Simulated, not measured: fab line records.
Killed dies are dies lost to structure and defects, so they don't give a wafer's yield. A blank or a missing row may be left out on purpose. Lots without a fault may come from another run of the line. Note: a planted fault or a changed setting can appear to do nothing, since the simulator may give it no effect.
fab line records || flow rit_cmos || part 2 of 2: steps 32 to 43 of 43
record: {"lots": 5, "wafers": 15, "last_day": 6}
route steps=202 shown GATE@91 REOX@98 NLDD@103 PLDD@114 SPACER@125 NSD@131
lots that met no fault: from a run of the same line without faults
start_h: hours from the record's first day to the start of the lot's first wafer shown || wait_h: hours since the lot's step before || " as in the row above || L1.1+2: several wafers, shown together as one row || - no value, or no start given || * or withheld: withheld || < > ~ a bound
route shown NAME@n: NAME is a module with steps in the file, n the number in the route of the first one || usual: mean/standard deviation of fault-free wafers || same: alike in all rows || chamber/n: place in a boat || sites: per-site readings || _std_site: standard deviation across them || _edge_site: the outer-site mean with the inner-site mean subtracted || radius_mm: how far each site lies from the wafer's centre || mask NAME#n: copy n || behind: tool/chamber where the wafer was last shaped || hold: why the lot went on hold/how many hours it stayed there/how the hold came to an end || device: which transistor (n, p or np) failed to switch || end of line: tests of these same wafers at the route's end || where a step has no rows: the recipe by itself || killed: count of dies lost to structure and defects at first sort (not the wafer's yield) || map: shows each die of a wafer: x if killed, . if not, _ if none is there
set.NAME: setting as actually run; set.NAME@STEP: the setting as run at that earlier step || model.NAME: the simulator's own value behind a step, which no gauge read
certain route steps with their lots: each step a table, each wafer a row
services: a tool's chamber out of use, with start hour (start_h, from the record's first day; less than 0 if before it), hours out, and reason
== steps ==
step: RIT_PLDD_IMPLANT_08
recipe: {"species": "BF2", "energy_kev": 20, "dose_cm2": 9e+14, "tilt_deg": 7}
usual: {"end_station_pressure_torr": "7.3e-06/3.6e-07"}
same: {"implant_ion_amu": 49}
{"lot.wafer": "L077.3", "tool": "implanter-02", "chamber": 0, "start_h": 61.43, "wait_h": 0.1, "end_station_pressure_torr": 7.1e-06}
{"lot.wafer": "L077.4", "tool": "implanter-02", "chamber": 0, "start_h": 61.43, "wait_h": 0.1, "end_station_pressure_torr": 7.9e-06}
{"lot.wafer": "L077.6", "tool": "implanter-02", "chamber": 0, "start_h": 61.43, "wait_h": 0.1, "end_station_pressure_torr": 7.1e-06}
{"lot.wafer": "L081.1", "tool": "implanter-02", "chamber": 0, "start_h": 79.34, "wait_h": 0.1, "end_station_pressure_torr": 7.4e-06}
{"lot.wafer": "L081.2", "tool": "implanter-02", "chamber": 0, "start_h": 79.34, "wait_h": 0.1, "end_station_pressure_torr": 7e-06}
{"lot.wafer": "L081.6", "tool": "implanter-02", "chamber": 0, "start_h": 79.34, "wait_h": 0.1, "end_station_pressure_torr": 7e-06}
{"lot.wafer": "L083.1", "tool": "implanter-02", "chamber": 0, "start_h": 88.82, "wait_h": 0.1, "end_station_pressure_torr": 6.6e-06}
{"lot.wafer": "L083.2", "tool": "implanter-02", "chamber": 0, "start_h": 88.82, "wait_h": 0.1, "end_station_pressure_torr": 7.3e-06}
{"lot.wafer": "L083.6", "tool": "implanter-02", "chamber": 0, "start_h": 88.82, "wait_h": 0.1, "end_station_pressure_torr": 7.3e-06}
{"lot.wafer": "L084.2", "tool": "implanter-02", "chamber": 0, "start_h": 94.50, "wait_h": 0.1, "end_station_pressure_torr": 7.2e-06}
{"lot.wafer": "L084.3", "tool": "implanter-02", "chamber": 0, "start_h": 94.50, "wait_h": 0.1, "end_station_pressure_torr": 7.2e-06}
{"lot.wafer": "L084.4", "tool": "implanter-02", "chamber": 0, "start_h": 94.50, "wait_h": 0.1, "end_station_pressure_torr": 7.3e-06}
{"lot.wafer": "L089.2", "tool": "implanter-04", "chamber": 0, "start_h": 118.99, "wait_h": 0.1, "end_station_pressure_torr": 7.4e-06}
{"lot.wafer": "L089.4", "tool": "implanter-04", "chamber": 0, "start_h": 118.99, "wait_h": 0.1, "end_station_pressure_torr": 7.4e-06}
{"lot.wafer": "L089.5", "tool": "implanter-04", "chamber": 0, "start_h": 118.99, "wait_h": 0.1, "end_station_pressure_torr": 7.3e-06}
step: RIT_PLDD_STRIP_09
recipe: {"chemistry": "O2", "time_s": 180, "resist": "NOVOLAK", "platen_temp_c": "withheld", "power_w": 500, "pressure_mtorr": 4000, "o2_flow_sccm": 4000}
usual: {"chamber_pressure_mTorr": "3999/3.6", "drypump_motor_current_A": "5.7/0.32", "o2_flow_sccm": "3998/12"}
{"lot.wafer": "L077.3", "tool": "plasma_asher-01", "chamber": 0, "start_h": 61.59, "wait_h": 0.1, "chamber_pressure_mTorr": 3996, "drypump_motor_current_A": 6.1, "o2_flow_sccm": 4020, "rf_hours_counter_h": "-"}
{"lot.wafer": "L077.4", "tool": "plasma_asher-01", "chamber": 1, "start_h": 61.59, "wait_h": 0.1, "chamber_pressure_mTorr": 4007, "drypump_motor_current_A": 5.3, "o2_flow_sccm": 3987, "rf_hours_counter_h": "-"}
{"lot.wafer": "L077.6", "tool": "plasma_asher-01", "chamber": 1, "start_h": 61.59, "wait_h": 0.1, "chamber_pressure_mTorr": 4003, "drypump_motor_current_A": 5.3, "o2_flow_sccm": 3998, "rf_hours_counter_h": "-"}
{"lot.wafer": "L081.1", "tool": "plasma_asher-04", "chamber": 0, "start_h": 79.49, "wait_h": 0.1, "chamber_pressure_mTorr": 4003, "drypump_motor_current_A": 6.0, "o2_flow_sccm": 3996, "rf_hours_counter_h": 47}
{"lot.wafer": "L081.2", "tool": "plasma_asher-04", "chamber": 1, "start_h": 79.49, "wait_h": 0.1, "chamber_pressure_mTorr": 4002, "drypump_motor_current_A": 5.7, "o2_flow_sccm": 4009, "rf_hours_counter_h": 47}
{"lot.wafer": "L081.6", "tool": "plasma_asher-04", "chamber": 0, "start_h": 79.49, "wait_h": 0.1, "chamber_pressure_mTorr": 4002, "drypump_motor_current_A": 6.0, "o2_flow_sccm": 3988, "rf_hours_counter_h": "-"}
{"lot.wafer": "L083.1", "tool": "plasma_asher-04", "chamber": 0, "start_h": 88.97, "wait_h": 0.1, "chamber_pressure_mTorr": 3997, "drypump_motor_current_A": 6.0, "o2_flow_sccm": 4000, "rf_hours_counter_h": 48}
{"lot.wafer": "L083.2", "tool": "plasma_asher-04", "chamber": 1, "start_h": 88.97, "wait_h": 0.1, "chamber_pressure_mTorr": 4002, "drypump_motor_current_A": 5.7, "o2_flow_sccm": 3997, "rf_hours_counter_h": 48}
{"lot.wafer": "L083.6", "tool": "plasma_asher-04", "chamber": 1, "start_h": 88.97, "wait_h": 0.1, "chamber_pressure_mTorr": 3998, "drypump_motor_current_A": 5.7, "o2_flow_sccm": 4003, "rf_hours_counter_h": "-"}
{"lot.wafer": "L084.2", "tool": "plasma_asher-04", "chamber": 0, "start_h": 94.63, "wait_h": 0.1, "chamber_pressure_mTorr": 4004, "drypump_motor_current_A": 6.0, "o2_flow_sccm": 3995, "rf_hours_counter_h": 49}
{"lot.wafer": "L084.3", "tool": "plasma_asher-04", "chamber": 0, "start_h": 94.63, "wait_h": 0.1, "chamber_pressure_mTorr": 4000, "drypump_motor_current_A": 6.0, "o2_flow_sccm": 3989, "rf_hours_counter_h": "-"}
{"lot.wafer": "L084.4", "tool": "plasma_asher-04", "chamber": 1, "start_h": 94.63, "wait_h": 0.1, "chamber_pressure_mTorr": 4004, "drypump_motor_current_A": 5.7, "o2_flow_sccm": 4020, "rf_hours_counter_h": "-"}
{"lot.wafer": "L089.2", "tool": "plasma_asher-02", "chamber": 1, "start_h": 119.11, "wait_h": 0.1, "chamber_pressure_mTorr": 4002, "drypump_motor_current_A": 5.9, "o2_flow_sccm": 4002, "rf_hours_counter_h": 35}
{"lot.wafer": "L089.4", "tool": "plasma_asher-02", "chamber": 1, "start_h": 119.11, "wait_h": 0.1, "chamber_pressure_mTorr": 3997, "drypump_motor_current_A": 5.9, "o2_flow_sccm": 3977, "rf_hours_counter_h": "-"}
{"lot.wafer": "L089.5", "tool": "plasma_asher-02", "chamber": 0, "start_h": 119.11, "wait_h": 0.1, "chamber_pressure_mTorr": 3997, "drypump_motor_current_A": 5.3, "o2_flow_sccm": 3998, "rf_hours_counter_h": "-"}
step: RIT_PLDD_TW_MEAS_10
usual: {"PLDD_TW": "2336/23"}
{"lot.wafer": "L077.3", "tool": "film_metro-04", "chamber": "-", "start_h": 61.72, "wait_h": 0.1, "PLDD_TW": 2317}
{"lot.wafer": "L077.4", "tool": "film_metro-04", "chamber": "-", "start_h": 61.72, "wait_h": 0.1, "PLDD_TW": 2331}
{"lot.wafer": "L077.6", "tool": "film_metro-04", "chamber": "-", "start_h": 61.72, "wait_h": 0.1, "PLDD_TW": 2322}
{"lot.wafer": "L081.1", "tool": "film_metro-04", "chamber": "-", "start_h": 79.67, "wait_h": 0.1, "PLDD_TW": 2306}
{"lot.wafer": "L081.2", "tool": "film_metro-04", "chamber": "-", "start_h": 79.67, "wait_h": 0.1, "PLDD_TW": 2303}
{"lot.wafer": "L081.6", "tool": "film_metro-04", "chamber": "-", "start_h": 79.67, "wait_h": 0.1, "PLDD_TW": 2321}
{"lot.wafer": "L083.1", "tool": "film_metro-04", "chamber": "-", "start_h": 89.14, "wait_h": 0.1, "PLDD_TW": 2318}
{"lot.wafer": "L083.2", "tool": "film_metro-04", "chamber": "-", "start_h": 89.14, "wait_h": 0.1, "PLDD_TW": 2310}
{"lot.wafer": "L083.6", "tool": "film_metro-04", "chamber": "-", "start_h": 89.14, "wait_h": 0.1, "PLDD_TW": 2294}
{"lot.wafer": "L084.2", "tool": "film_metro-01", "chamber": "-", "start_h": 94.86, "wait_h": 0.2, "PLDD_TW": 2364}
{"lot.wafer": "L084.3", "tool": "film_metro-01", "chamber": "-", "start_h": 94.86, "wait_h": 0.2, "PLDD_TW": 2359}
{"lot.wafer": "L084.4", "tool": "film_metro-01", "chamber": "-", "start_h": 94.86, "wait_h": 0.2, "PLDD_TW": 2363}
{"lot.wafer": "L089.2", "tool": "film_metro-04", "chamber": "-", "start_h": 119.30, "wait_h": 0.1, "PLDD_TW": 2324}
{"lot.wafer": "L089.4", "tool": "film_metro-04", "chamber": "-", "start_h": 119.30, "wait_h": 0.1, "PLDD_TW": 2329}
{"lot.wafer": "L089.5", "tool": "film_metro-04", "chamber": "-", "start_h": 119.30, "wait_h": 0.1, "PLDD_TW": 2317}
step: RIT_SPACER_CLEAN_00
recipe: {"chemistry": "SC1", "mix": "3:3:50", "time_s": 600, "temp_c": 75}
{"lot.wafer": "L077.3+4+6", "tool": "wet_bench-04", "chamber": 2, "start_h": 61.76, "wait_h": 0.0}
{"lot.wafer": "L081.1+2+6", "tool": "wet_bench-01", "chamber": 3, "start_h": 79.73, "wait_h": 0.1}
{"lot.wafer": "L083.1+2+6", "tool": "wet_bench-04", "chamber": 0, "start_h": 89.20, "wait_h": 0.1}
{"lot.wafer": "L084.2+3+4", "tool": "wet_bench-01", "chamber": 0, "start_h": 94.91, "wait_h": 0.0}
{"lot.wafer": "L089.2+4+5", "tool": "wet_bench-01", "chamber": 3, "start_h": 119.35, "wait_h": 0.0}
step: RIT_SPACER_CLEAN_01
recipe: {"chemistry": "dHF", "dilution": "50:1", "time_s": 30}
{"lot.wafer": "L077.3+4+6", "tool": "wet_bench-02", "chamber": 2, "start_h": 61.94, "wait_h": 0.0}
{"lot.wafer": "L081.1+2+6", "tool": "wet_bench-04", "chamber": 1, "start_h": 79.90, "wait_h": 0.0}
{"lot.wafer": "L083.1+2+6", "tool": "wet_bench-01", "chamber": 2, "start_h": 89.40, "wait_h": 0.0}
{"lot.wafer": "L084.2+3+4", "tool": "wet_bench-02", "chamber": 3, "start_h": 95.10, "wait_h": 0.0}
{"lot.wafer": "L089.2+4+5", "tool": "wet_bench-04", "chamber": 1, "start_h": 119.52, "wait_h": 0.0}
step: RIT_SPACER_CLEAN_02
recipe: {"chemistry": "SC2", "mix": "3:3:50", "time_s": 600, "temp_c": 75, "dry": "n2_spin"}
{"lot.wafer": "L077.3+4+6", "tool": "wet_bench-04", "chamber": 2, "start_h": 61.96, "wait_h": 0.0}
{"lot.wafer": "L081.1+2+6", "tool": "wet_bench-02", "chamber": 2, "start_h": 79.92, "wait_h": 0.0}
{"lot.wafer": "L083.1+2+6", "tool": "wet_bench-02", "chamber": 2, "start_h": 89.41, "wait_h": 0.0}
{"lot.wafer": "L084.2+3+4", "tool": "wet_bench-01", "chamber": 2, "start_h": 95.12, "wait_h": 0.0}
{"lot.wafer": "L089.2+4+5", "tool": "wet_bench-01", "chamber": 2, "start_h": 119.54, "wait_h": 0.0}
step: RIT_SPACER_CVD_03
recipe: {"material": "Si3N4", "target_thk_nm": 250, "temp_c": 810, "precursor": "SiH2Cl2/NH3", "time_s": 3300, "pressure_mtorr": 300, "sih2cl2_flow_sccm": 60, "nh3_flow_sccm": 150}
{"lot.wafer": "L077.3+4+6", "tool": "lpcvd-01", "chamber": 0, "start_h": 62.13, "wait_h": 0.0}
{"lot.wafer": "L081.1+2+6", "tool": "lpcvd-02", "chamber": 1, "start_h": 80.11, "wait_h": 0.0}
{"lot.wafer": "L083.1+2+6", "tool": "lpcvd-01", "chamber": 0, "start_h": 89.59, "wait_h": 0.0}
{"lot.wafer": "L084.2+3+4", "tool": "lpcvd-01", "chamber": 0, "start_h": 95.31, "wait_h": 0.0}
{"lot.wafer": "L089.2+4+5", "tool": "lpcvd-01", "chamber": 0, "start_h": 119.71, "wait_h": 0.0}
step: RIT_SPACER_THK_MEAS_04
recipe: {"reads": "Si3N4_of_SPACER_CVD_03"}
usual: {"SPACER_NITRIDE_THK": "250.8/2.2"}
{"lot.wafer": "L077.3", "tool": "film_metro-02", "chamber": "-", "start_h": 65.03, "wait_h": 0.0, "SPACER_NITRIDE_THK[nm]": 250.1}
{"lot.wafer": "L077.4", "tool": "film_metro-02", "chamber": "-", "start_h": 65.03, "wait_h": 0.0, "SPACER_NITRIDE_THK[nm]": 250.3}
{"lot.wafer": "L077.6", "tool": "film_metro-02", "chamber": "-", "start_h": 65.03, "wait_h": 0.0, "SPACER_NITRIDE_THK[nm]": 250.6}
{"lot.wafer": "L081.1", "tool": "film_metro-04", "chamber": "-", "start_h": 82.03, "wait_h": 0.0, "SPACER_NITRIDE_THK[nm]": 247.1}
{"lot.wafer": "L081.2", "tool": "film_metro-04", "chamber": "-", "start_h": 82.03, "wait_h": 0.0, "SPACER_NITRIDE_THK[nm]": 248.9}
{"lot.wafer": "L081.6", "tool": "film_metro-04", "chamber": "-", "start_h": 82.03, "wait_h": 0.0, "SPACER_NITRIDE_THK[nm]": 248.5}
{"lot.wafer": "L083.1", "tool": "film_metro-02", "chamber": "-", "start_h": 91.50, "wait_h": 0.0, "SPACER_NITRIDE_THK[nm]": 250.5}
{"lot.wafer": "L083.2", "tool": "film_metro-02", "chamber": "-", "start_h": 91.50, "wait_h": 0.0, "SPACER_NITRIDE_THK[nm]": 249.6}
{"lot.wafer": "L083.6", "tool": "film_metro-02", "chamber": "-", "start_h": 91.50, "wait_h": 0.0, "SPACER_NITRIDE_THK[nm]": 250.2}
{"lot.wafer": "L084.2", "tool": "film_metro-04", "chamber": "-", "start_h": 97.24, "wait_h": 0.0, "SPACER_NITRIDE_THK[nm]": 250.9}
{"lot.wafer": "L084.3", "tool": "film_metro-04", "chamber": "-", "start_h": 97.24, "wait_h": 0.0, "SPACER_NITRIDE_THK[nm]": 250.2}
{"lot.wafer": "L084.4", "tool": "film_metro-04", "chamber": "-", "start_h": 97.24, "wait_h": 0.0, "SPACER_NITRIDE_THK[nm]": 253.4}
{"lot.wafer": "L089.2", "tool": "film_metro-04", "chamber": "-", "start_h": 121.64, "wait_h": 0.0, "SPACER_NITRIDE_THK[nm]": 255.0}
{"lot.wafer": "L089.4", "tool": "film_metro-04", "chamber": "-", "start_h": 121.64, "wait_h": 0.0, "SPACER_NITRIDE_THK[nm]": 252.1}
{"lot.wafer": "L089.5", "tool": "film_metro-04", "chamber": "-", "start_h": 121.64, "wait_h": 0.0, "SPACER_NITRIDE_THK[nm]": 255.2}
step: RIT_SPACER_ETCHBACK_05
recipe: {"target_depth_a": 2500, "SF6_flow_sccm": 30, "CHF3_flow_sccm": 30, "target": "Si3N4", "chemistry": "SF6/CHF3", "pressure_mtorr": 40, "rf_w": 250, "time_s": 240, "stop_on": "SiO2"}
usual: {"chamber_pressure_mTorr": "40.01/0.032", "drypump_motor_current_A": "5.6/0.55", "oes_product_au": "0.845/0.011", "throttle_valve_pct": "10.28/0.1"}
{"lot.wafer": "L077.3", "tool": "rie_diel-04", "chamber": 3, "start_h": 65.07, "wait_h": 0.0, "chamber_pressure_mTorr": 39.95, "drypump_motor_current_A": 5.9, "oes_product_au": 0.844, "rf_hours_counter_h": 42, "throttle_valve_pct": 10.27}
{"lot.wafer": "L077.4", "tool": "rie_diel-04", "chamber": 0, "start_h": 65.07, "wait_h": 0.0, "chamber_pressure_mTorr": 40.02, "drypump_motor_current_A": 5.1, "oes_product_au": 0.850, "rf_hours_counter_h": 125, "throttle_valve_pct": 10.28}
{"lot.wafer": "L077.6", "tool": "rie_diel-04", "chamber": 1, "start_h": 65.07, "wait_h": 0.0, "chamber_pressure_mTorr": 39.96, "drypump_motor_current_A": 6.5, "oes_product_au": 0.844, "rf_hours_counter_h": "-", "throttle_valve_pct": 10.35}
{"lot.wafer": "L081.1", "tool": "rie_diel-04", "chamber": 1, "start_h": 82.09, "wait_h": 0.1, "chamber_pressure_mTorr": 40.02, "drypump_motor_current_A": 6.5, "oes_product_au": 0.839, "rf_hours_counter_h": 66, "throttle_valve_pct": 10.36}
{"lot.wafer": "L081.2", "tool": "rie_diel-04", "chamber": 2, "start_h": 82.09, "wait_h": 0.1, "chamber_pressure_mTorr": 40.03, "drypump_motor_current_A": 5.0, "oes_product_au": 0.850, "rf_hours_counter_h": 26, "throttle_valve_pct": 10.36}
{"lot.wafer": "L081.6", "tool": "rie_diel-04", "chamber": 1, "start_h": 82.09, "wait_h": 0.1, "chamber_pressure_mTorr": 40.02, "drypump_motor_current_A": 6.5, "oes_product_au": 0.844, "rf_hours_counter_h": "-", "throttle_valve_pct": 10.36}
{"lot.wafer": "L083.1", "tool": "rie_diel-02", "chamber": 3, "start_h": 91.56, "wait_h": 0.1, "chamber_pressure_mTorr": 40.00, "drypump_motor_current_A": 5.1, "oes_product_au": 0.851, "rf_hours_counter_h": 6, "throttle_valve_pct": 10.36}
{"lot.wafer": "L083.2", "tool": "rie_diel-02", "chamber": 0, "start_h": 91.56, "wait_h": 0.1, "chamber_pressure_mTorr": 40.02, "drypump_motor_current_A": 6.1, "oes_product_au": 0.826, "rf_hours_counter_h": 53, "throttle_valve_pct": 10.24}
{"lot.wafer": "L083.6", "tool": "rie_diel-02", "chamber": 3, "start_h": 91.56, "wait_h": 0.1, "chamber_pressure_mTorr": 40.03, "drypump_motor_current_A": 5.1, "oes_product_au": 0.843, "rf_hours_counter_h": "-", "throttle_valve_pct": 10.37}
{"lot.wafer": "L084.2", "tool": "rie_diel-02", "chamber": 3, "start_h": 97.29, "wait_h": 0.0, "chamber_pressure_mTorr": 40.06, "drypump_motor_current_A": 5.1, "oes_product_au": 0.846, "rf_hours_counter_h": 7, "throttle_valve_pct": 10.39}
{"lot.wafer": "L084.3", "tool": "rie_diel-02", "chamber": 0, "start_h": 97.29, "wait_h": 0.0, "chamber_pressure_mTorr": 39.98, "drypump_motor_current_A": 6.1, "oes_product_au": 0.834, "rf_hours_counter_h": 53, "throttle_valve_pct": 10.25}
{"lot.wafer": "L084.4", "tool": "rie_diel-02", "chamber": 1, "start_h": 97.29, "wait_h": 0.0, "chamber_pressure_mTorr": 39.94, "drypump_motor_current_A": 4.9, "oes_product_au": 0.864, "rf_hours_counter_h": 87, "throttle_valve_pct": 10.16}
{"lot.wafer": "L089.2", "tool": "rie_diel-02", "chamber": 0, "start_h": 121.69, "wait_h": 0.0, "chamber_pressure_mTorr": 40.05, "drypump_motor_current_A": 6.1, "oes_product_au": 0.841, "rf_hours_counter_h": 53, "throttle_valve_pct": 10.27}
{"lot.wafer": "L089.4", "tool": "rie_diel-02", "chamber": 3, "start_h": 121.69, "wait_h": 0.0, "chamber_pressure_mTorr": 39.97, "drypump_motor_current_A": 5.1, "oes_product_au": 0.845, "rf_hours_counter_h": 7, "throttle_valve_pct": 10.36}
{"lot.wafer": "L089.5", "tool": "rie_diel-02", "chamber": 2, "start_h": 121.69, "wait_h": 0.0, "chamber_pressure_mTorr": 40.01, "drypump_motor_current_A": 5.4, "oes_product_au": 0.842, "rf_hours_counter_h": "-", "throttle_valve_pct": 10.42}
step: RIT_NSD_HMDS_00
recipe: {"prime_time_s": 60, "prime_temp_c": 140}
same: {"prime_time_s": 60}
{"lot.wafer": "L077.3+4+6", "tool": "litho_track-04", "chamber": 0, "start_h": 65.27, "wait_h": 0.1}
{"lot.wafer": "L081.1+2+6", "tool": "litho_track-01", "chamber": 0, "start_h": 82.24, "wait_h": 0.1}
{"lot.wafer": "L083.1+2+6", "tool": "litho_track-01", "chamber": 0, "start_h": 91.71, "wait_h": 0.1}
{"lot.wafer": "L084.2+3+4", "tool": "litho_track-01", "chamber": 0, "start_h": 97.46, "wait_h": 0.1}
{"lot.wafer": "L089.2+4+5", "tool": "litho_track-04", "chamber": 0, "start_h": 121.87, "wait_h": 0.1}
step: RIT_NSD_COAT_01
recipe: {"resist": "NOVOLAK", "spin_rpm": 3250, "resist_thk_nm": 1000}
{"lot.wafer": "L077.3+4+6", "tool": "litho_track-04", "chamber": 0, "start_h": 65.42, "wait_h": 0.1}
{"lot.wafer": "L081.1+2+6", "tool": "litho_track-01", "chamber": 0, "start_h": 82.39, "wait_h": 0.1}
{"lot.wafer": "L083.1+2+6", "tool": "litho_track-01", "chamber": 0, "start_h": 91.86, "wait_h": 0.1}
{"lot.wafer": "L084.2+3+4", "tool": "litho_track-01", "chamber": 0, "start_h": 97.61, "wait_h": 0.1}
{"lot.wafer": "L089.2+4+5", "tool": "litho_track-04", "chamber": 0, "start_h": 122.02, "wait_h": 0.1}
step: RIT_NSD_SOFTBAKE_02
recipe: {"resist": "NOVOLAK", "temp_c": 90, "time_s": 60}
usual: {"heater_power_total_W": "34.57/0.046"}
{"lot.wafer": "L077.3", "tool": "litho_track-04", "chamber": 0, "start_h": 65.57, "wait_h": 0.1, "heater_power_total_W": 34.60}
{"lot.wafer": "L077.4", "tool": "litho_track-04", "chamber": 0, "start_h": 65.57, "wait_h": 0.1, "heater_power_total_W": 34.50}
{"lot.wafer": "L077.6", "tool": "litho_track-04", "chamber": 0, "start_h": 65.57, "wait_h": 0.1, "heater_power_total_W": 34.57}
{"lot.wafer": "L081.1", "tool": "litho_track-01", "chamber": 0, "start_h": 82.54, "wait_h": 0.1, "heater_power_total_W": 34.53}
{"lot.wafer": "L081.2", "tool": "litho_track-01", "chamber": 0, "start_h": 82.54, "wait_h": 0.1, "heater_power_total_W": 34.58}
{"lot.wafer": "L081.6", "tool": "litho_track-01", "chamber": 0, "start_h": 82.54, "wait_h": 0.1, "heater_power_total_W": 34.61}
{"lot.wafer": "L083.1", "tool": "litho_track-01", "chamber": 0, "start_h": 92.01, "wait_h": 0.1, "heater_power_total_W": 34.56}
{"lot.wafer": "L083.2", "tool": "litho_track-01", "chamber": 0, "start_h": 92.01, "wait_h": 0.1, "heater_power_total_W": 34.67}
{"lot.wafer": "L083.6", "tool": "litho_track-01", "chamber": 0, "start_h": 92.01, "wait_h": 0.1, "heater_power_total_W": 34.56}
{"lot.wafer": "L084.2", "tool": "litho_track-01", "chamber": 0, "start_h": 97.76, "wait_h": 0.1, "heater_power_total_W": 34.62}
{"lot.wafer": "L084.3", "tool": "litho_track-01", "chamber": 0, "start_h": 97.76, "wait_h": 0.1, "heater_power_total_W": 34.57}
{"lot.wafer": "L084.4", "tool": "litho_track-01", "chamber": 0, "start_h": 97.76, "wait_h": 0.1, "heater_power_total_W": 34.60}
{"lot.wafer": "L089.2", "tool": "litho_track-04", "chamber": 0, "start_h": 122.17, "wait_h": 0.1, "heater_power_total_W": 34.55}
{"lot.wafer": "L089.4", "tool": "litho_track-04", "chamber": 0, "start_h": 122.17, "wait_h": 0.1, "heater_power_total_W": 34.57}
{"lot.wafer": "L089.5", "tool": "litho_track-04", "chamber": 0, "start_h": 122.17, "wait_h": 0.1, "heater_power_total_W": 34.50}
== services ==
{"tool": "iline_stepper-01", "chamber": "-", "start_h": 31.18, "hours": 2.1, "kind": "pm"}
{"tool": "rie_si-02", "chamber": 0, "start_h": 32.10, "hours": 32.8, "kind": "repair"}
{"tool": "iline_stepper-01", "chamber": "-", "start_h": 33.26, "hours": "-", "kind": "consumable_replace:lamp"}
{"tool": "rie_diel-02", "chamber": 1, "start_h": 34.50, "hours": 4.5, "kind": "repair"}
{"tool": "iline_stepper-02", "chamber": "-", "start_h": 35.11, "hours": 1.7, "kind": "pm"}
{"tool": "rie_si-01", "chamber": 0, "start_h": 43.93, "hours": 6.8, "kind": "repair"}
{"tool": "implanter-04", "chamber": "-", "start_h": 55.40, "hours": 3.4, "kind": "repair"}
{"tool": "iline_stepper-02", "chamber": "-", "start_h": 55.50, "hours": 4.3, "kind": "pm"}
{"tool": "rie_si-02", "chamber": 1, "start_h": 65.82, "hours": 4.9, "kind": "repair"}
{"tool": "iline_stepper-01", "chamber": "-", "start_h": 65.97, "hours": 1.7, "kind": "pm"}
{"tool": "furnace-01", "chamber": "-", "start_h": 69.48, "hours": 5.4, "kind": "pm"}
{"tool": "furnace-01", "chamber": "-", "start_h": 77.43, "hours": 2.6, "kind": "pm"}
{"tool": "rie_si-01", "chamber": 2, "start_h": 86.25, "hours": 22.7, "kind": "repair"}
{"tool": "furnace-04", "chamber": "-", "start_h": 89.40, "hours": 4.7, "kind": "pm"}
{"tool": "implanter-02", "chamber": "-", "start_h": 89.50, "hours": 4.2, "kind": "repair"}
{"tool": "implanter-02", "chamber": "-", "start_h": 95.65, "hours": 1.6, "kind": "repair"}
{"tool": "lpcvd-02", "chamber": "-", "start_h": 99.32, "hours": 0.5, "kind": "repair"}
{"tool": "implanter-02", "chamber": "-", "start_h": 104.03, "hours": 2.6, "kind": "repair"}
{"tool": "plasma_asher-04", "chamber": "-", "start_h": 108.75, "hours": 9.0, "kind": "pm"}
{"tool": "plasma_asher-04", "chamber": 0, "start_h": 108.75, "hours": 9.0, "kind": "vent_cycle"}
{"tool": "plasma_asher-04", "chamber": 1, "start_h": 108.75, "hours": 9.0, "kind": "vent_cycle"}
{"tool": "furnace-04", "chamber": "-", "start_h": 109.16, "hours": 3.2, "kind": "pm"}
{"tool": "plasma_asher-01", "chamber": "-", "start_h": 111.34, "hours": 10.6, "kind": "repair"}
{"tool": "plasma_asher-04", "chamber": 0, "start_h": 117.75, "hours": "-", "kind": "clean"}
